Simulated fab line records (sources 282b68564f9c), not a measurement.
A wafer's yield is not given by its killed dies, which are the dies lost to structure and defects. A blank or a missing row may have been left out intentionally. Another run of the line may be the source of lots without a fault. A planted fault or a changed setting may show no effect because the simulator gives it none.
What tool caused it? | flow ritCmos | 7 lots, 21 wafers sampled, at 4 steps of a route of 202

## WHAT EACH GAUGE READ, for each wafer
RIT_M1_CD_MEAS_90: target cd 2600 nm.
lot  | measured    | on       | cdNm (nm)
L202 | day 3 11:13 | cdSem-01 | 2602.5 2598.2 2598.4
L204 | day 3 21:51 | cdSem-01 | 2595.3 2600.1 2597.2
L208 | day 4 20:42 | cdSem-01 | 2603.8 2602.4 2602.1
L215 | day 6 14:26 | cdSem-02 | 2603.1 2603.4 2599.7
L218 | day 7 03:08 | cdSem-02 | 2599.9 2600.5 2599.5
L220 | day 7 15:12 | cdSem-02 | 2598.6 2601.7 2600.8
L224 | day 8 03:50 | cdSem-02 | 2601.5 2601.3 2599.4

## WHICH TOOL RAN EACH LOT (tool, then ch and the chambers of the sampled wafers, then the start)
lot  | RIT_PLDD_STRIP_09                  | RIT_PSD_STRIP_09                   | RIT_M1_STRIP_14
L202 | plasmaAsher-02 ch 0,1, day 2 23:19 | plasmaAsher-04 ch 0,1, day 3 04:47 | plasmaAsher-02 ch 1, day 3 11:02
L204 | plasmaAsher-03 ch 0,1, day 3 09:40 | plasmaAsher-04 ch 0,1, day 3 15:19 | plasmaAsher-03 ch 0,1, day 3 21:41
L208 | plasmaAsher-02 ch 0,1, day 4 08:55 | plasmaAsher-02 ch 0, day 4 14:26   | plasmaAsher-01 ch 0,1, day 4 20:32
L215 | plasmaAsher-02 ch 0,1, day 6 01:35 | plasmaAsher-01 ch 0,1, day 6 07:09 | plasmaAsher-02 ch 0,1, day 6 14:16
L218 | plasmaAsher-02 ch 0,1, day 6 14:47 | plasmaAsher-02 ch 0,1, day 6 20:40 | plasmaAsher-02 ch 0,1, day 7 02:57
L220 | plasmaAsher-03 ch 0,1, day 7 02:50 | plasmaAsher-04 ch 0,1, day 7 09:01 | plasmaAsher-03 ch 0,1, day 7 15:02
L224 | plasmaAsher-02 ch 0,1, day 7 15:47 | plasmaAsher-02 ch 0,1, day 7 21:24 | plasmaAsher-03 ch 0,1, day 8 03:41
- RIT_PLDD_STRIP_09: strips in O2, time 180 s.
- RIT_PSD_STRIP_09: strips in O2, time 180 s.
- RIT_M1_STRIP_14: strips in O2, time 180 s.

## THE ANSWER, worked out from the rows above alone
Rule: the lots themselves supply what counts as usual. The widest of any qualifying gaps counts: lots, ordered by their means at a reading, are off when they make up no more than a third of the lots, leave a main group of 4 or more, and stand apart from it by 3 or more times the standard deviation of that group's means. If all means in a main group match to the digits the tables above print for the reading, that group is not used. A lot without any number at a reading at which 4 lots or more have one is off too. All remaining lots with rows at the step are treated as sound.
No lot is off on any of the readings shown, so nothing can be concluded from this.

## WHAT THE SIMULATOR PUT IN
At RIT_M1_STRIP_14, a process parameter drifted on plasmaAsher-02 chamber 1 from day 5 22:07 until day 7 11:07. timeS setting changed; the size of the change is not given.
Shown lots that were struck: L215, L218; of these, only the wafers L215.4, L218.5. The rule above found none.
